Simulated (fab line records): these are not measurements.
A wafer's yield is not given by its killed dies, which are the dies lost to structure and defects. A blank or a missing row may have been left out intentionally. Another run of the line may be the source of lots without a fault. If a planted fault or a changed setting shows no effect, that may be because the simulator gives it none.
fab line records || flow rit-cmos || part 2 of 2: steps 38 to 50 of 50
[record] {"lots": 5, "wafers": 15, "last-day": 7}
route steps=202 shown NRETRO@56 PRETRO@64 GATE@75 FOX2@80 REOX@98 NLDD@103
lots that met no fault: from a run of the same line without faults
start-h: hours from the record's first day to the start of the lot's first wafer shown || wait-h: hours from the lot's prior step to this one || " as in the row above || L1.1+2: one row covering several wafers at once || - no value present, or no start provided || * or withheld: withheld || < > ~ a bound
route shown NAME@n: names a module that has steps shown in the file, with the first one's number in the route || usual: the fault-free wafers' mean and standard deviation || same: alike in all rows || chamber/n: place in a boat || sites: the reading at each site || _std_site: the values' standard deviation || _edge_site: outer sites' mean less inner sites' || radius-mm: for every site, how far away it sits from the centre of the wafer || mask NAME#n: copy n || behind: tool/chamber where the wafer was last shaped || hold: why the lot went on hold/how many hours it stayed there/how the hold came to an end || device: transistor that didn't switch, given as n, p or np || end of line: at the end of the route, the tests of the same wafers || a step given without rows: its recipe and nothing more || killed: at the first sort, the dies lost to defects and structure; wafer yield is something else || map: shows each die of a wafer: x if killed, . if not, _ if none is there
set.NAME: the setting as run; set.NAME@STEP: as run at that earlier step || model.NAME: the simulator's own value behind a step, which no gauge read
lots at selected steps of the route; one table per step, one row per wafer
services: the hour from which a tool's chamber was out of use, counted from the record's first day as start-h (under 0 if before that day), plus the number of hours and why
[[steps]]
[step RIT_GATE_OVL_MEAS_17]
[usual] {"GATE_OVL": "0.2/1.5"}
{"lot.wafer": "L076.4", "tool": "overlay-02", "chamber": "-", "start-h": 54.50, "wait-h": 0.1, "GATE_OVL[nm]": -1.0}
{"lot.wafer": "L076.5", "tool": "overlay-02", "chamber": "-", "start-h": 54.50, "wait-h": 0.1, "GATE_OVL[nm]": -1.4}
{"lot.wafer": "L076.6", "tool": "overlay-02", "chamber": "-", "start-h": 54.50, "wait-h": 0.1, "GATE_OVL[nm]": 1.1}
{"lot.wafer": "L083.1", "tool": "overlay-02", "chamber": "-", "start-h": 87.25, "wait-h": 0.1, "GATE_OVL[nm]": -0.1}
{"lot.wafer": "L083.2", "tool": "overlay-02", "chamber": "-", "start-h": 87.25, "wait-h": 0.1, "GATE_OVL[nm]": -0.5}
{"lot.wafer": "L083.3", "tool": "overlay-02", "chamber": "-", "start-h": 87.25, "wait-h": 0.1, "GATE_OVL[nm]": -0.5}
{"lot.wafer": "L088.1", "tool": "overlay-02", "chamber": "-", "start-h": 107.36, "wait-h": 0.1, "GATE_OVL[nm]": -3.0}
{"lot.wafer": "L088.2", "tool": "overlay-02", "chamber": "-", "start-h": 107.36, "wait-h": 0.1, "GATE_OVL[nm]": 0.3}
{"lot.wafer": "L088.4", "tool": "overlay-02", "chamber": "-", "start-h": 107.36, "wait-h": 0.1, "GATE_OVL[nm]": -2.0}
{"lot.wafer": "L092.1", "tool": "overlay-02", "chamber": "-", "start-h": 128.49, "wait-h": 0.1, "GATE_OVL[nm]": -0.1}
{"lot.wafer": "L092.4", "tool": "overlay-02", "chamber": "-", "start-h": 128.49, "wait-h": 0.1, "GATE_OVL[nm]": 0.2}
{"lot.wafer": "L092.6", "tool": "overlay-02", "chamber": "-", "start-h": 128.49, "wait-h": 0.1, "GATE_OVL[nm]": 0.0}
{"lot.wafer": "L097.1", "tool": "overlay-01", "chamber": "-", "start-h": 151.74, "wait-h": 0.1, "GATE_OVL[nm]": -1.0}
{"lot.wafer": "L097.5", "tool": "overlay-01", "chamber": "-", "start-h": 151.74, "wait-h": 0.1, "GATE_OVL[nm]": 0.4}
{"lot.wafer": "L097.6", "tool": "overlay-01", "chamber": "-", "start-h": 151.74, "wait-h": 0.1, "GATE_OVL[nm]": 0.0}
[step RIT_GATE_HARDBAKE_18]
[recipe] {"resist": "NOVOLAK", "temp-c": 140, "time-s": 60}
{"lot.wafer": "L076.4+5+6", "tool": "litho-track-02", "chamber": 0, "start-h": 54.59, "wait-h": 0.1}
{"lot.wafer": "L083.1+2+3", "tool": "litho-track-02", "chamber": 0, "start-h": 87.33, "wait-h": 0.1}
{"lot.wafer": "L088.1+2+4", "tool": "litho-track-02", "chamber": 0, "start-h": 107.40, "wait-h": 0.0}
{"lot.wafer": "L092.1+4+6", "tool": "litho-track-01", "chamber": 0, "start-h": 128.53, "wait-h": 0.0}
{"lot.wafer": "L097.1+5+6", "tool": "litho-track-04", "chamber": 0, "start-h": 151.77, "wait-h": 0.0}
[step RIT_GATE_ETCH_19]
[recipe] {"chemistry": "SF6/CHF3/O2", "time-s": 165, "SF6_flow_sccm": 30, "CHF3_flow_sccm": 30, "O2_flow_sccm": 5, "target": "poly-Si", "pressure-mtorr": 40, "rf-w": 160, "target-depth-a": 3125, "over-etch-frac": 0.25, "stop-on": "SiO2"}
[usual] {"drypump-motor-current-A": "5.9/0.37", "oes-product-au": "0.845/0.015", "rf-fwd-power-W": "159.4/0.47", "throttle-valve-pct": "10.37/0.11"}
{"lot.wafer": "L076.4", "tool": "rie-si-02", "chamber": 2, "start-h": 54.67, "wait-h": 0.1, "drypump-motor-current-A": 6.4, "oes-product-au": 0.826, "rf-fwd-power-W": 159.8, "rf-hours-counter-h": 73, "throttle-valve-pct": 10.43}
{"lot.wafer": "L076.5", "tool": "rie-si-02", "chamber": 3, "start-h": 54.67, "wait-h": 0.1, "drypump-motor-current-A": 5.8, "oes-product-au": 0.824, "rf-fwd-power-W": 159.6, "rf-hours-counter-h": "-", "throttle-valve-pct": 10.26}
{"lot.wafer": "L076.6", "tool": "rie-si-02", "chamber": 2, "start-h": 54.67, "wait-h": 0.1, "drypump-motor-current-A": 6.5, "oes-product-au": 0.832, "rf-fwd-power-W": 159.0, "rf-hours-counter-h": "-", "throttle-valve-pct": 10.45}
{"lot.wafer": "L083.1", "tool": "rie-si-01", "chamber": 3, "start-h": 87.48, "wait-h": 0.1, "drypump-motor-current-A": 5.1, "oes-product-au": 0.861, "rf-fwd-power-W": 159.3, "rf-hours-counter-h": 49, "throttle-valve-pct": 10.40}
{"lot.wafer": "L083.2", "tool": "rie-si-01", "chamber": 0, "start-h": 87.48, "wait-h": 0.1, "drypump-motor-current-A": 6.1, "oes-product-au": 0.861, "rf-fwd-power-W": 159.3, "rf-hours-counter-h": 28, "throttle-valve-pct": 10.22}
{"lot.wafer": "L083.3", "tool": "rie-si-01", "chamber": 2, "start-h": 87.48, "wait-h": 0.1, "drypump-motor-current-A": 5.8, "oes-product-au": 0.860, "rf-fwd-power-W": 159.1, "rf-hours-counter-h": 70, "throttle-valve-pct": 10.56}
{"lot.wafer": "L088.1", "tool": "rie-si-02", "chamber": 3, "start-h": 107.55, "wait-h": 0.1, "drypump-motor-current-A": 5.8, "oes-product-au": 0.832, "rf-fwd-power-W": 159.3, "rf-hours-counter-h": 78, "throttle-valve-pct": 10.25}
{"lot.wafer": "L088.2", "tool": "rie-si-02", "chamber": 2, "start-h": 107.55, "wait-h": 0.1, "drypump-motor-current-A": 6.5, "oes-product-au": 0.839, "rf-fwd-power-W": 158.1, "rf-hours-counter-h": 74, "throttle-valve-pct": 10.45}
{"lot.wafer": "L088.4", "tool": "rie-si-02", "chamber": 0, "start-h": 107.55, "wait-h": 0.1, "drypump-motor-current-A": 5.7, "oes-product-au": 0.865, "rf-fwd-power-W": 159.4, "rf-hours-counter-h": 1, "throttle-valve-pct": 10.35}
{"lot.wafer": "L092.1", "tool": "rie-si-02", "chamber": 3, "start-h": 128.68, "wait-h": 0.1, "drypump-motor-current-A": 5.8, "oes-product-au": 0.835, "rf-fwd-power-W": 159.2, "rf-hours-counter-h": 78, "throttle-valve-pct": 10.25}
{"lot.wafer": "L092.4", "tool": "rie-si-02", "chamber": 0, "start-h": 128.68, "wait-h": 0.1, "drypump-motor-current-A": 5.7, "oes-product-au": 0.854, "rf-fwd-power-W": 159.3, "rf-hours-counter-h": "-", "throttle-valve-pct": 10.33}
{"lot.wafer": "L092.6", "tool": "rie-si-02", "chamber": 2, "start-h": 128.68, "wait-h": 0.1, "drypump-motor-current-A": 6.5, "oes-product-au": 0.835, "rf-fwd-power-W": 159.4, "rf-hours-counter-h": "-", "throttle-valve-pct": 10.44}
{"lot.wafer": "L097.1", "tool": "rie-si-01", "chamber": 0, "start-h": 151.92, "wait-h": 0.1, "drypump-motor-current-A": 6.1, "oes-product-au": 0.854, "rf-fwd-power-W": 158.8, "rf-hours-counter-h": 28, "throttle-valve-pct": 10.24}
{"lot.wafer": "L097.5", "tool": "rie-si-01", "chamber": 1, "start-h": 151.92, "wait-h": 0.1, "drypump-motor-current-A": 5.8, "oes-product-au": 0.838, "rf-fwd-power-W": 159.6, "rf-hours-counter-h": "-", "throttle-valve-pct": 10.46}
{"lot.wafer": "L097.6", "tool": "rie-si-01", "chamber": 0, "start-h": 151.92, "wait-h": 0.1, "drypump-motor-current-A": 6.1, "oes-product-au": 0.852, "rf-fwd-power-W": 159.1, "rf-hours-counter-h": "-", "throttle-valve-pct": 10.24}
[step RIT_GATE_STRIP_20]
[recipe] {"chemistry": "O2", "time-s": 180, "resist": "NOVOLAK", "platen-temp-c": "withheld", "power-w": 500, "pressure-mtorr": 4000, "o2-flow-sccm": 4000}
[usual] {"drypump-motor-current-A": "5.5/0.4"}
{"lot.wafer": "L076.4", "tool": "plasma-asher-02", "chamber": 1, "start-h": 54.84, "wait-h": 0.1, "drypump-motor-current-A": 4.9, "rf-hours-counter-h": "-"}
{"lot.wafer": "L076.5", "tool": "plasma-asher-02", "chamber": 0, "start-h": 54.84, "wait-h": 0.1, "drypump-motor-current-A": 5.8, "rf-hours-counter-h": "-"}
{"lot.wafer": "L076.6", "tool": "plasma-asher-02", "chamber": 1, "start-h": 54.84, "wait-h": 0.1, "drypump-motor-current-A": 4.9, "rf-hours-counter-h": "-"}
{"lot.wafer": "L083.1", "tool": "plasma-asher-04", "chamber": 1, "start-h": 87.59, "wait-h": 0.1, "drypump-motor-current-A": 5.2, "rf-hours-counter-h": 45}
{"lot.wafer": "L083.2", "tool": "plasma-asher-04", "chamber": 0, "start-h": 87.59, "wait-h": 0.1, "drypump-motor-current-A": 5.6, "rf-hours-counter-h": 45}
{"lot.wafer": "L083.3", "tool": "plasma-asher-04", "chamber": 1, "start-h": 87.59, "wait-h": 0.1, "drypump-motor-current-A": 5.2, "rf-hours-counter-h": "-"}
{"lot.wafer": "L088.1", "tool": "plasma-asher-04", "chamber": 1, "start-h": 107.66, "wait-h": 0.1, "drypump-motor-current-A": 5.3, "rf-hours-counter-h": 48}
{"lot.wafer": "L088.2", "tool": "plasma-asher-04", "chamber": 0, "start-h": 107.66, "wait-h": 0.1, "drypump-motor-current-A": 5.7, "rf-hours-counter-h": 48}
{"lot.wafer": "L088.4", "tool": "plasma-asher-04", "chamber": 0, "start-h": 107.66, "wait-h": 0.1, "drypump-motor-current-A": 5.6, "rf-hours-counter-h": "-"}
{"lot.wafer": "L092.1", "tool": "plasma-asher-03", "chamber": 0, "start-h": 128.79, "wait-h": 0.1, "drypump-motor-current-A": 6.1, "rf-hours-counter-h": 34}
{"lot.wafer": "L092.4", "tool": "plasma-asher-03", "chamber": 0, "start-h": 128.79, "wait-h": 0.1, "drypump-motor-current-A": 6.1, "rf-hours-counter-h": "-"}
{"lot.wafer": "L092.6", "tool": "plasma-asher-03", "chamber": 0, "start-h": 128.79, "wait-h": 0.1, "drypump-motor-current-A": 6.1, "rf-hours-counter-h": "-"}
{"lot.wafer": "L097.1", "tool": "plasma-asher-04", "chamber": 0, "start-h": 152.03, "wait-h": 0.1, "drypump-motor-current-A": 5.7, "rf-hours-counter-h": 3}
{"lot.wafer": "L097.5", "tool": "plasma-asher-04", "chamber": 0, "start-h": 152.03, "wait-h": 0.1, "drypump-motor-current-A": 5.7, "rf-hours-counter-h": "-"}
{"lot.wafer": "L097.6", "tool": "plasma-asher-04", "chamber": 1, "start-h": 152.03, "wait-h": 0.1, "drypump-motor-current-A": 5.3, "rf-hours-counter-h": "-"}
[step RIT_GATE_CD_MEAS_90]
[recipe] {"target-cd-nm": 150}
[usual] {"cd-nm": "148.6/2.7"}
{"lot.wafer": "L076.4", "tool": "cd-sem-01", "chamber": "-", "start-h": 55.01, "wait-h": 0.1, "cd-nm": 142.7}
{"lot.wafer": "L076.5", "tool": "cd-sem-01", "chamber": "-", "start-h": 55.01, "wait-h": 0.1, "cd-nm": 142.9}
{"lot.wafer": "L076.6", "tool": "cd-sem-01", "chamber": "-", "start-h": 55.01, "wait-h": 0.1, "cd-nm": 144.7}
{"lot.wafer": "L083.1", "tool": "cd-sem-02", "chamber": "-", "start-h": 87.76, "wait-h": 0.1, "cd-nm": 153.4}
{"lot.wafer": "L083.2", "tool": "cd-sem-02", "chamber": "-", "start-h": 87.76, "wait-h": 0.1, "cd-nm": 149.6}
{"lot.wafer": "L083.3", "tool": "cd-sem-02", "chamber": "-", "start-h": 87.76, "wait-h": 0.1, "cd-nm": 151.2}
{"lot.wafer": "L088.1", "tool": "cd-sem-01", "chamber": "-", "start-h": 107.83, "wait-h": 0.1, "cd-nm": 143.2}
{"lot.wafer": "L088.2", "tool": "cd-sem-01", "chamber": "-", "start-h": 107.83, "wait-h": 0.1, "cd-nm": 144.5}
{"lot.wafer": "L088.4", "tool": "cd-sem-01", "chamber": "-", "start-h": 107.83, "wait-h": 0.1, "cd-nm": 145.8}
{"lot.wafer": "L092.1", "tool": "cd-sem-01", "chamber": "-", "start-h": 128.96, "wait-h": 0.1, "cd-nm": 151.8}
{"lot.wafer": "L092.4", "tool": "cd-sem-01", "chamber": "-", "start-h": 128.96, "wait-h": 0.1, "cd-nm": 152.1}
{"lot.wafer": "L092.6", "tool": "cd-sem-01", "chamber": "-", "start-h": 128.96, "wait-h": 0.1, "cd-nm": 151.5}
{"lot.wafer": "L097.1", "tool": "cd-sem-02", "chamber": "-", "start-h": 152.21, "wait-h": 0.1, "cd-nm": 152.0}
{"lot.wafer": "L097.5", "tool": "cd-sem-02", "chamber": "-", "start-h": 152.21, "wait-h": 0.1, "cd-nm": 148.9}
{"lot.wafer": "L097.6", "tool": "cd-sem-02", "chamber": "-", "start-h": 152.21, "wait-h": 0.1, "cd-nm": 148.0}
[step RIT_REOX_CLEAN_00]
[recipe] {"chemistry": "SC1", "mix": "3:3:50", "time-s": 600, "temp-c": 75}
{"lot.wafer": "L076.4+5+6", "tool": "wet-bench-04", "chamber": 2, "start-h": 55.07, "wait-h": 0.0}
{"lot.wafer": "L083.1+2+3", "tool": "wet-bench-01", "chamber": 0, "start-h": 87.88, "wait-h": 0.1}
{"lot.wafer": "L088.1+2+4", "tool": "wet-bench-02", "chamber": 2, "start-h": 107.95, "wait-h": 0.1}
{"lot.wafer": "L092.1+4+6", "tool": "wet-bench-02", "chamber": 1, "start-h": 129.08, "wait-h": 0.1}
{"lot.wafer": "L097.1+5+6", "tool": "wet-bench-04", "chamber": 1, "start-h": 152.33, "wait-h": 0.1}
[step RIT_REOX_CLEAN_01]
[recipe] {"chemistry": "dHF", "dilution": "50:1", "time-s": 30}
{"lot.wafer": "L076.4+5+6", "tool": "wet-bench-02", "chamber": 3, "start-h": 55.26, "wait-h": 0.0}
{"lot.wafer": "L083.1+2+3", "tool": "wet-bench-04", "chamber": 0, "start-h": 88.06, "wait-h": 0.0}
{"lot.wafer": "L088.1+2+4", "tool": "wet-bench-04", "chamber": 0, "start-h": 108.13, "wait-h": 0.0}
{"lot.wafer": "L092.1+4+6", "tool": "wet-bench-04", "chamber": 2, "start-h": 129.26, "wait-h": 0.0}
{"lot.wafer": "L097.1+5+6", "tool": "wet-bench-02", "chamber": 1, "start-h": 152.50, "wait-h": 0.0}
[step RIT_REOX_CLEAN_02]
[recipe] {"chemistry": "SC2", "mix": "3:3:50", "time-s": 600, "temp-c": 75, "dry": "n2-spin"}
{"lot.wafer": "L076.4+5+6", "tool": "wet-bench-01", "chamber": 2, "start-h": 55.28, "wait-h": 0.0}
{"lot.wafer": "L083.1+2+3", "tool": "wet-bench-02", "chamber": 0, "start-h": 88.07, "wait-h": 0.0}
{"lot.wafer": "L088.1+2+4", "tool": "wet-bench-01", "chamber": 1, "start-h": 108.15, "wait-h": 0.0}
{"lot.wafer": "L092.1+4+6", "tool": "wet-bench-02", "chamber": 3, "start-h": 129.27, "wait-h": 0.0}
{"lot.wafer": "L097.1+5+6", "tool": "wet-bench-04", "chamber": 2, "start-h": 152.52, "wait-h": 0.0}
[step RIT_REOX_OXIDATION_03]
[recipe] {"temp-c": 902.6, "ambient": "O2", "target-thk-a": 252, "ox-time-s": 5580}
[usual] {"ox-temp-c": "902.5/0.43"}
{"lot.wafer": "L076.4", "tool": "furnace-02", "chamber": 0, "start-h": 55.46, "wait-h": 0.0, "ox-temp-c": 902.6}
{"lot.wafer": "L076.5", "tool": "furnace-02", "chamber": 0, "start-h": 55.46, "wait-h": 0.0, "ox-temp-c": 902.8}
{"lot.wafer": "L076.6", "tool": "furnace-02", "chamber": 0, "start-h": 55.46, "wait-h": 0.0, "ox-temp-c": 902.5}
{"lot.wafer": "L083.1", "tool": "furnace-02", "chamber": 0, "start-h": 88.25, "wait-h": 0.0, "ox-temp-c": 902.3}
{"lot.wafer": "L083.2", "tool": "furnace-02", "chamber": 0, "start-h": 88.25, "wait-h": 0.0, "ox-temp-c": 902.5}
{"lot.wafer": "L083.3", "tool": "furnace-02", "chamber": 0, "start-h": 88.25, "wait-h": 0.0, "ox-temp-c": 902.7}
{"lot.wafer": "L088.1", "tool": "furnace-01", "chamber": 0, "start-h": 108.42, "wait-h": 0.1, "ox-temp-c": 902.0}
{"lot.wafer": "L088.2", "tool": "furnace-01", "chamber": 0, "start-h": 108.42, "wait-h": 0.1, "ox-temp-c": 902.4}
{"lot.wafer": "L088.4", "tool": "furnace-01", "chamber": 0, "start-h": 108.42, "wait-h": 0.1, "ox-temp-c": 902.3}
{"lot.wafer": "L092.1", "tool": "furnace-04", "chamber": 0, "start-h": 129.45, "wait-h": 0.0, "ox-temp-c": 902.7}
{"lot.wafer": "L092.4", "tool": "furnace-04", "chamber": 0, "start-h": 129.45, "wait-h": 0.0, "ox-temp-c": 902.4}
{"lot.wafer": "L092.6", "tool": "furnace-04", "chamber": 0, "start-h": 129.45, "wait-h": 0.0, "ox-temp-c": 902.2}
{"lot.wafer": "L097.1", "tool": "furnace-04", "chamber": 0, "start-h": 153.00, "wait-h": 0.3, "ox-temp-c": 902.3}
{"lot.wafer": "L097.5", "tool": "furnace-04", "chamber": 0, "start-h": 153.00, "wait-h": 0.3, "ox-temp-c": 902.4}
{"lot.wafer": "L097.6", "tool": "furnace-04", "chamber": 0, "start-h": 153.00, "wait-h": 0.3, "ox-temp-c": 903.4}
[step RIT_REOX_THK_MEAS_04]
[recipe] {"reads": "SiO2_of_REOX_OXIDATION_03"}
[usual] {"REOX_OXIDE_THK": "26.0/0.5"}
{"lot.wafer": "L076.4", "tool": "film-metro-02", "chamber": "-", "start-h": 58.04, "wait-h": 0.0, "REOX_OXIDE_THK[nm]": 25.3}
{"lot.wafer": "L076.5", "tool": "film-metro-02", "chamber": "-", "start-h": 58.04, "wait-h": 0.0, "REOX_OXIDE_THK[nm]": 25.2}
{"lot.wafer": "L076.6", "tool": "film-metro-02", "chamber": "-", "start-h": 58.04, "wait-h": 0.0, "REOX_OXIDE_THK[nm]": 25.3}
{"lot.wafer": "L083.1", "tool": "film-metro-01", "chamber": "-", "start-h": 90.80, "wait-h": 0.0, "REOX_OXIDE_THK[nm]": 26.3}
{"lot.wafer": "L083.2", "tool": "film-metro-01", "chamber": "-", "start-h": 90.80, "wait-h": 0.0, "REOX_OXIDE_THK[nm]": 25.9}
{"lot.wafer": "L083.3", "tool": "film-metro-01", "chamber": "-", "start-h": 90.80, "wait-h": 0.0, "REOX_OXIDE_THK[nm]": 26.3}
{"lot.wafer": "L088.1", "tool": "film-metro-02", "chamber": "-", "start-h": 110.97, "wait-h": 0.0, "REOX_OXIDE_THK[nm]": 26.0}
{"lot.wafer": "L088.2", "tool": "film-metro-02", "chamber": "-", "start-h": 110.97, "wait-h": 0.0, "REOX_OXIDE_THK[nm]": 26.5}
{"lot.wafer": "L088.4", "tool": "film-metro-02", "chamber": "-", "start-h": 110.97, "wait-h": 0.0, "REOX_OXIDE_THK[nm]": 26.3}
{"lot.wafer": "L092.1", "tool": "film-metro-04", "chamber": "-", "start-h": 132.00, "wait-h": 0.0, "REOX_OXIDE_THK[nm]": 26.2}
{"lot.wafer": "L092.4", "tool": "film-metro-04", "chamber": "-", "start-h": 132.00, "wait-h": 0.0, "REOX_OXIDE_THK[nm]": 26.7}
{"lot.wafer": "L092.6", "tool": "film-metro-04", "chamber": "-", "start-h": 132.00, "wait-h": 0.0, "REOX_OXIDE_THK[nm]": 26.7}
{"lot.wafer": "L097.1", "tool": "film-metro-04", "chamber": "-", "start-h": 155.55, "wait-h": 0.0, "REOX_OXIDE_THK[nm]": 26.8}
{"lot.wafer": "L097.5", "tool": "film-metro-04", "chamber": "-", "start-h": 155.55, "wait-h": 0.0, "REOX_OXIDE_THK[nm]": 27.2}
{"lot.wafer": "L097.6", "tool": "film-metro-04", "chamber": "-", "start-h": 155.55, "wait-h": 0.0, "REOX_OXIDE_THK[nm]": 26.6}
[step RIT_NLDD_HMDS_00]
[recipe] {"prime-time-s": 60, "prime-temp-c": 140}
{"lot.wafer": "L076.4+5+6", "tool": "litho-track-03", "chamber": 0, "start-h": 58.29, "wait-h": 0.2}
{"lot.wafer": "L083.1+2+3", "tool": "litho-track-01", "chamber": 0, "start-h": 90.86, "wait-h": 0.1}
{"lot.wafer": "L088.1+2+4", "tool": "litho-track-04", "chamber": 0, "start-h": 111.03, "wait-h": 0.1}
{"lot.wafer": "L092.1+4+6", "tool": "litho-track-04", "chamber": 0, "start-h": 132.06, "wait-h": 0.1}
{"lot.wafer": "L097.1+5+6", "tool": "litho-track-03", "chamber": 0, "start-h": 155.61, "wait-h": 0.1}
[step RIT_NLDD_COAT_01]
[recipe] {"resist": "NOVOLAK", "spin-rpm": 3250, "resist-thk-nm": 1000}
{"lot.wafer": "L076.4+5+6", "tool": "litho-track-03", "chamber": 0, "start-h": 58.44, "wait-h": 0.1}
{"lot.wafer": "L083.1+2+3", "tool": "litho-track-01", "chamber": 0, "start-h": 91.01, "wait-h": 0.1}
{"lot.wafer": "L088.1+2+4", "tool": "litho-track-04", "chamber": 0, "start-h": 111.18, "wait-h": 0.1}
{"lot.wafer": "L092.1+4+6", "tool": "litho-track-04", "chamber": 0, "start-h": 132.21, "wait-h": 0.1}
{"lot.wafer": "L097.1+5+6", "tool": "litho-track-03", "chamber": 0, "start-h": 155.76, "wait-h": 0.1}
[step RIT_NLDD_SOFTBAKE_02]
[recipe] {"resist": "NOVOLAK", "temp-c": 90, "time-s": 60}
{"lot.wafer": "L076.4+5+6", "tool": "litho-track-03", "chamber": 0, "start-h": 58.59, "wait-h": 0.1}
{"lot.wafer": "L083.1+2+3", "tool": "litho-track-01", "chamber": 0, "start-h": 91.16, "wait-h": 0.1}
{"lot.wafer": "L088.1+2+4", "tool": "litho-track-04", "chamber": 0, "start-h": 111.33, "wait-h": 0.1}
{"lot.wafer": "L092.1+4+6", "tool": "litho-track-04", "chamber": 0, "start-h": 132.36, "wait-h": 0.1}
{"lot.wafer": "L097.1+5+6", "tool": "litho-track-03", "chamber": 0, "start-h": 155.91, "wait-h": 0.1}
[[services]]
{"tool": "implanter-04", "chamber": "-", "start-h": 17.15, "hours": 5.3, "kind": "pm"}
{"tool": "iline-stepper-01", "chamber": "-", "start-h": 18.77, "hours": 4.3, "kind": "pm"}
{"tool": "furnace-04", "chamber": "-", "start-h": 20.58, "hours": 4.8, "kind": "pm"}
{"tool": "implanter-01", "chamber": "-", "start-h": 28.47, "hours": 3.4, "kind": "pm"}
{"tool": "implanter-03", "chamber": "-", "start-h": 29.82, "hours": 17.5, "kind": "repair"}
{"tool": "lpcvd-01", "chamber": "-", "start-h": 38.55, "hours": 14.6, "kind": "pm"}
{"tool": "implanter-04", "chamber": "-", "start-h": 48.11, "hours": 2.4, "kind": "repair"}
{"tool": "wet-bench-02", "chamber": "-", "start-h": 48.57, "hours": 4.4, "kind": "pm"}
{"tool": "rie-si-02", "chamber": "-", "start-h": 49.39, "hours": 0.2, "kind": "repair"}
{"tool": "wet-bench-02", "chamber": "-", "start-h": 56.50, "hours": 6.5, "kind": "repair"}
{"tool": "implanter-02", "chamber": "-", "start-h": 67.11, "hours": 4.9, "kind": "repair"}
{"tool": "implanter-03", "chamber": "-", "start-h": 90.17, "hours": 6.3, "kind": "repair"}
{"tool": "iline-stepper-01", "chamber": "-", "start-h": 102.86, "hours": 6.4, "kind": "repair"}
{"tool": "iline-stepper-01", "chamber": 0, "start-h": 104.00, "hours": "-", "kind": "calibration"}
{"tool": "plasma-asher-04", "chamber": "-", "start-h": 108.75, "hours": 9.0, "kind": "pm"}
{"tool": "plasma-asher-04", "chamber": 0, "start-h": 108.75, "hours": 9.0, "kind": "vent-cycle"}
{"tool": "plasma-asher-04", "chamber": 1, "start-h": 108.75, "hours": 9.0, "kind": "vent-cycle"}
{"tool": "plasma-asher-04", "chamber": 0, "start-h": 117.75, "hours": "-", "kind": "clean"}
{"tool": "iline-stepper-01", "chamber": "-", "start-h": 143.84, "hours": 4.4, "kind": "pm"}
{"tool": "iline-stepper-02", "chamber": 0, "start-h": 146.77, "hours": "-", "kind": "calibration"}
{"tool": "iline-stepper-02", "chamber": "-", "start-h": 148.55, "hours": 1.7, "kind": "pm"}
{"tool": "plasma-asher-01", "chamber": "-", "start-h": 150.73, "hours": 4.3, "kind": "repair"}
{"tool": "wet-bench-01", "chamber": "-", "start-h": 152.49, "hours": 1.8, "kind": "repair"}
{"tool": "furnace-03", "chamber": "-", "start-h": 153.22, "hours": 2.6, "kind": "pm"}
